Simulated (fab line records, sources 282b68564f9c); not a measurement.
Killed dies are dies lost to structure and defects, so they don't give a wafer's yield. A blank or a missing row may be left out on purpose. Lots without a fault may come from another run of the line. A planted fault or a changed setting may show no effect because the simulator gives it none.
Which tool did it? | flow rit_cmos | 15 lots, 45 wafers sampled, at 3 steps of a route of 202

WHAT THE GAUGES READ, wafer by wafer
RIT_NWELL_TW_MEAS_10.
lot  | measured    | on            | NWELL_TW
L834 | day 2 14:09 | film_metro-04 | 2129 2137 2140
L835 | day 2 23:38 | film_metro-03 | 2159 2158 2149
L836 | day 2 23:52 | film_metro-04 | 2150 2142 2138
L839 | day 3 11:03 | film_metro-01 | 2187 2180 2181
L841 | day 3 19:14 | film_metro-01 | 2741 2719 2714 2727 2718 2716
L842 | day 3 21:45 | film_metro-01 | 2696 2717 2731 2715 2717 2706
L843 | day 4 00:31 | film_metro-01 | 2699 2709 2706 2706 2710 2697
L844 | day 4 09:38 | film_metro-04 | 2120 2126 2125
L848 | day 5 02:34 | film_metro-01 | 2180 2181 2178
L849 | day 5 06:28 | film_metro-04 | 2144 2130 2136
L850 | day 5 11:20 | film_metro-01 | 2189 2176 2183
L851 | day 5 20:41 | film_metro-01 | 2170 2170 2174
L852 | day 5 22:49 | film_metro-01 | 2166 2177 2179
L853 | day 6 01:39 | film_metro-01 | 2183 2184 2175
L854 | day 6 13:34 | film_metro-01 | 2194 2189 2190

RIT_WELLDRIVE_RS_MEAS_01: measures by four-point-probe.
lot  | measured    | on            | NWELL_RS (ohm/sq)
L834 | day 3 02:05 | film_metro-04 | 275.8 276.1 275.1
L835 | day 3 07:26 | film_metro-01 | 276.0 275.7 275.3
L836 | day 3 07:25 | film_metro-04 | 274.2 274.0 273.8
L839 | day 3 18:54 | film_metro-03 | 276.1 276.1 275.5
L841 | day 4 04:40 | film_metro-04 | 181.8 182.0 182.6 182.2 182.3 182.6
L842 | day 4 06:18 | film_metro-03 | 182.9 182.4 183.3 183.1 182.6 183.0
L843 | day 4 10:46 | film_metro-01 | 182.7 182.7 182.7 182.8 182.6 182.6
L844 | day 4 17:03 | film_metro-01 | 275.5 275.4 275.8
L848 | day 5 10:28 | film_metro-01 | 275.7 274.8 275.4
L849 | day 5 13:59 | film_metro-01 | 275.9 276.0 275.6
L850 | day 5 19:04 | film_metro-01 | 274.8 275.3 275.2
L851 | day 6 04:16 | film_metro-03 | 275.5 276.1 275.6
L852 | day 6 09:22 | film_metro-03 | 276.1 276.1 275.7
L853 | day 6 09:23 | film_metro-04 | 276.0 275.7 276.0
L854 | day 6 21:25 | film_metro-01 | 275.9 275.7 275.2

WHICH TOOL RAN EACH LOT (tool, then ch and the chambers of the sampled wafers, then the start)
lot  | RIT_NWELL_IMPLANT_08
L834 | implanter-02 ch 0, day 2 13:49
L835 | implanter-02 ch 0, day 2 23:19
L836 | implanter-04 ch 0, day 2 23:32
L839 | implanter-04 ch 0, day 3 10:44
L841 | implanter-01 ch 0, day 3 18:35
L842 | implanter-01 ch 0, day 3 21:08
L843 | implanter-02 ch 0, day 3 23:54
L844 | implanter-04 ch 0, day 4 09:20
L848 | implanter-02 ch 0, day 5 02:15
L849 | implanter-02 ch 0, day 5 06:09
L850 | implanter-02 ch 0, day 5 11:01
L851 | implanter-04 ch 0, day 5 20:22
L852 | implanter-04 ch 0, day 5 22:30
L853 | implanter-02 ch 0, day 6 01:22
L854 | implanter-04 ch 0, day 6 13:15
- RIT_NWELL_IMPLANT_08

WHAT THE TOOLS THEMSELVES READ (means of the sampled wafers that have a number; where no wafer has one, the mark that the record gives instead)
The record holds no such reading with a usual standard deviation.

THE ANSWER, worked out from the rows above alone
Rule: what is usual is taken from the lots themselves. Put in order of their means at a reading, lots are off if they are a third of the lots or fewer, leave a main group of 4 or more, and stand apart from it by a gap of 3 or more times the standard deviation of the main group's means; of several such gaps the widest counts. A main group whose means are all the same, to the digits that the tables above print for the reading, isn't used. A lot without any number at a reading at which 4 lots or more have one is off too. The other lots that the step has rows for count as sound. The gauges are gone through in route order, then the tools' own readings, and for those a lot's mean is taken as printed above. The first step at which some lot is off is used, and at that step the reading that is off furthest; a lot without a number counts as furthest.
Off: L841, L842, L843, at RIT_NWELL_TW_MEAS_10 (NWELL_TW). The main group: mean 2163, standard deviation 22.
A tool fits if, at a process step before that reading, it ran every lot that is off, and no sound lot after the first of them. The gauges at RIT_NWELL_TW_MEAS_10 are tried like those tools. None of those tried fits.

WHAT THE SIMULATOR HAD PUT IN
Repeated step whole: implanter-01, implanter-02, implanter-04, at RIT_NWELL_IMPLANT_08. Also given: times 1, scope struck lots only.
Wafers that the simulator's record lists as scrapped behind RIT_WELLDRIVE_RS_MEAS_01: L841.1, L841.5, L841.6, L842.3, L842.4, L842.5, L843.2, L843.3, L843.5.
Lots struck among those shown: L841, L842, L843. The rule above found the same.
